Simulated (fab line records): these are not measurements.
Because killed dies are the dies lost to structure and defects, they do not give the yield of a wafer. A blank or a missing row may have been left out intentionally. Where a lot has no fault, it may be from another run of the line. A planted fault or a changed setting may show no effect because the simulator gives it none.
Which tool is to blame?    flow berkeley-cmos170    21 wafers sampled from 7 lots at 1 step of a route of 331

## WHAT EACH GAUGE READ, for each wafer
UCB170_NVT_OVL_MEAS_06.
lot   measured      on          NVT_OVL (nm)
L621  day 8 03:09   overlay-01  -6 -2 10
L618  day 8 03:26   overlay-01  2 3 -5
L622  day 8 13:57   overlay-02  13 8 9
L625  day 8 23:26   overlay-02  0 10 5
L628  day 9 16:50   overlay-01  6 10 8
L635  day 11 04:52  overlay-02  4 4 11
L633  day 11 05:35  overlay-01  3 2 0

## EACH LOT AND THE TOOL THAT RAN IT (in order: tool; ch and the chambers of the sampled wafers; start)
The record shows no process step preceding these readings.

## THE ANSWER, worked out from the rows above alone
Rule: what is usual is taken from the lots themselves. Put in order of their means at a reading, lots are off if they are a third of the lots or fewer, leave a main group of 4 or more, and stand apart from it by a gap of 3 or more times the standard deviation of the main group's means; of several such gaps the widest counts. A main group is skipped when, at the precision printed for the reading in the tables above, its means are all equal. Also off: a lot with no number at a reading for which 4 or more lots have one. All remaining lots with rows at the step are treated as sound.
No lot is off on any of the readings shown, so nothing can be concluded from this.

## WHAT WAS PUT IN BY THE SIMULATOR
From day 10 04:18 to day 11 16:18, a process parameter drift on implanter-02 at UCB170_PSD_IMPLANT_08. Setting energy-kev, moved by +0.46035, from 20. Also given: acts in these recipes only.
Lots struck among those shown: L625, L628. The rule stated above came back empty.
